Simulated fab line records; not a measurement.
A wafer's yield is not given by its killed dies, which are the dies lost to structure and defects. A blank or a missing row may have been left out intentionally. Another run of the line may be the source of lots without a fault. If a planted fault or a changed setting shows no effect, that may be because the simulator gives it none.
A lot that was struck, set against a sound lot | flow berkeley-cmos170 | 20 out of 331 route steps
Sound: the wafers L941.2, L941.3, L941.5. Wafers L953.2, L953.4, L953.5 were the ones struck. Last of all comes the cause.
Per side, at each step with rows, come the tool, then ch with its chambers, and then its first start. Under that, the readings that differ: sound wafers | struck wafers | difference of the means | sigmas: that difference in standard deviations of wafers without a fault.
alike: readings whose means differ by less than 2 such deviations, and words and numbers that are the same on both sides. not compared: withheld readings, readings that some wafer has no value for, bounds like >300 that may hide the same value, and numbers for which the record gives no deviation and whose values overlap.
A row with sigmas, a row that says differs or no value, or rows on one side alone: a step with any of these is where the two part. Non-overlapping numbers with no deviation appear without sigmas and do not part them. Lack of a reading on every wafer of one side parts them only where that side has two or more wafers.

first, 1 step without rows for these wafers: UCB170_FIELD_WET_ETCH_06 (etches SiO2 in BOE, time 22 s).
UCB170_FIELD_THK_MEAS_90:
  sound on film-metro-03 at day 4 23:26; struck on film-metro-01 at day 7 22:55
  alike: FIELD_OXIDE_LEFT_1_THK
then, 2 steps without rows for these wafers: UCB170_SACOX_CLEAN_00 (cleans in dHF, time 7.5 s); UCB170_SACOX_OXIDATION_01 (target thk 14.4 nm, ox time 2514 s).
UCB170_SACOX_THK_MEAS_02:
  sound on film-metro-04 at day 5 04:29; struck on film-metro-02 at day 8 02:28
  alike: SACOX_OXIDE_THK
then, 2 steps without rows for these wafers: UCB170_SCREENOX_WET_ETCH_00 (etches SiO2 in dHF, time 200 s); UCB170_SCREENOX_OXIDATION_01 (target thk 14.4 nm, ox time 2400 s).
UCB170_SCREENOX_THK_MEAS_02:
  sound on film-metro-01 at day 5 11:35; struck on film-metro-01 at day 8 04:39
  alike: SCREENOX_OXIDE_THK
then, 4 steps without rows for these wafers: UCB170_SCREENOX_ANNEAL_03 (time 900 s); UCB170_NVT_HMDS_00 (prime time 60 s); UCB170_NVT_COAT_01 (resist thk 900 nm); UCB170_NVT_SOFTBAKE_02 (time 60 s).
UCB170_NVT_EXPOSE_03: exposes mask PWELL, target cd 3000 nm.
  sound on krf-scanner-01 ch 0, day 5 18:20; struck on krf-scanner-02 ch 0, day 8 07:59
  reading | sound                   | struck                     | difference | sigmas
  mask    | PWELL#0 PWELL#0 PWELL#0 | PFIELD#0 PFIELD#0 PFIELD#0 | differs    |
then, 2 steps without rows for these wafers: UCB170_NVT_PEB_04; UCB170_NVT_DEVELOP_05 (develop time 45 s).
UCB170_NVT_OVL_MEAS_06:
  sound on overlay-02 at day 5 18:43; struck on overlay-01 at day 8 08:41
  reading      | sound  | struck | difference                    | sigmas
  NVT_OVL (nm) | 2 14 9 | - - -  | no value on the struck wafers |
following that, these wafers have no rows for 1 step: UCB170_NVT_IMPLANT_07.
UCB170_NVT_STRIP_08: strips in O2.
  sound on plasma-asher-03 ch 0,1, day 5 18:54; struck on plasma-asher-03 ch 0,1, day 8 08:52
  alike: drypump-motor-current-A, oes-product-au, strip-time-to-endpoint-s
  not compared: rf-hours-counter-h
UCB170_NVT_TW_MEAS_09:
  sound on film-metro-04 at day 5 19:01; struck on film-metro-04 at day 8 09:11
  reading | sound       | struck   | difference | sigmas
  NVT_TW  | 506 509 506 | 29 29 30 | -478       | -81
  not compared: hold
UCB170_M3_PROBE_99:
  sound wafers here have rows in the record (prober-02, day 7 23:25); struck ones have none

## WHERE THEY PART
First at UCB170_NVT_EXPOSE_03; last, within this record, at UCB170_M3_PROBE_99.

WHY: what had been put in by the simulator
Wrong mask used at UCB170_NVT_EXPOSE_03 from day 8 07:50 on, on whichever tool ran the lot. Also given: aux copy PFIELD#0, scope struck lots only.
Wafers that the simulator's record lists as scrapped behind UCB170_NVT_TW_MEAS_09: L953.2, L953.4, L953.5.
